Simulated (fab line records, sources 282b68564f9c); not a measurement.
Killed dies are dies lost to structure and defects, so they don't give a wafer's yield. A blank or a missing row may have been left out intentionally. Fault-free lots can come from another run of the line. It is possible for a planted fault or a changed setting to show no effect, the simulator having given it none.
Struck lot and sound lot, side by side / flow rit cmos / 18 steps out of a route of 202
Sound: the wafers L120.1, L120.5, L120.6. The struck wafers were L124.1, L124.5, L124.6. The cause is named last.
Each step with rows lists, per side, the tool, then ch with its chambers, then its first start. Under that, the readings that differ: sound wafers / struck wafers / difference of the means / sigmas: that difference in standard deviations of wafers without a fault.
alike: a reading whose means differ by less than 2 such deviations, as well as words and numbers matching on both sides. not compared: withheld readings; readings where some wafer has no value; bounds like >300 that might hide an equal value; numbers whose values overlap and for which the record gives no deviation.
A row with sigmas, a row that says differs or no value, or rows on one side alone: a step with any of these is where the two part. Numbers that don't overlap but have no deviation are shown without sigmas and don't part them. A reading missing from all wafers of one side parts the sides only when that side holds two or more wafers.

first, 4 steps without rows for these wafers: RIT_NLDD_SOFTBAKE_02 (time 60 s); RIT_NLDD_EXPOSE_03 (exposes mask M7, target cd 40700 nm); RIT_NLDD_PEB_04; RIT_NLDD_DEVELOP_05 (develop time 50 s).
RIT_NLDD_OVL_MEAS_06:
  struck on overlay-01, day 5 11:02; sound on overlay-02, day 4 13:31
  alike: NLDD_OVL
then, 2 steps without rows for these wafers: RIT_NLDD_HARDBAKE_07 (time 60 s); RIT_NLDD_IMPLANT_08.
RIT_NLDD_STRIP_09: strips in O2, time 180 s.
  sound on plasma asher-03 ch 0,1, day 4 13:51; struck on plasma asher-02 ch 0,1, day 5 11:22
  alike: drypump motor current A
  not compared: rf hours counter h
RIT_NLDD_TW_MEAS_10:
  struck on film metro-04, day 5 11:32; sound on film metro-01, day 4 14:01
  alike: NLDD_TW
then, 3 steps without rows for these wafers: RIT_PLDD_HMDS_00 (prime time 60 s); RIT_PLDD_COAT_01 (resist thk 1000 nm); RIT_PLDD_SOFTBAKE_02 (time 60 s).
RIT_PLDD_EXPOSE_03: exposes mask M8, target cd 40900 nm.
  sound on iline stepper-01 ch 0, day 4 14:32; struck on iline stepper-01 ch 0, day 5 12:03
  alike: mask
then, 2 steps without rows for these wafers: RIT_PLDD_PEB_04; RIT_PLDD_DEVELOP_05 (develop time 50 s).
RIT_PLDD_OVL_MEAS_06:
  struck on overlay-02, day 5 12:27; sound on overlay-02, day 4 14:56
reading=PLDD_OVL (nm); sound=1.6 -1.2 1.7; struck=4.4 4.0 3.1; difference=+3.1; sigmas=+3
then, 1 step without rows for these wafers: RIT_PLDD_HARDBAKE_07 (time 60 s).
RIT_M1_PROBE_99:
  struck on prober-02, day 6 02:31; sound on prober-02, day 5 05:54
  alike: killed at contacts, killed at front end, killed dies, killed open, killed short

WHERE THEY PART
RIT_PLDD_OVL_MEAS_06 only, going by this record. Later steps at which nothing parts them and some readings are alike: RIT_M1_PROBE_99.

WHY: whatever the simulator had introduced
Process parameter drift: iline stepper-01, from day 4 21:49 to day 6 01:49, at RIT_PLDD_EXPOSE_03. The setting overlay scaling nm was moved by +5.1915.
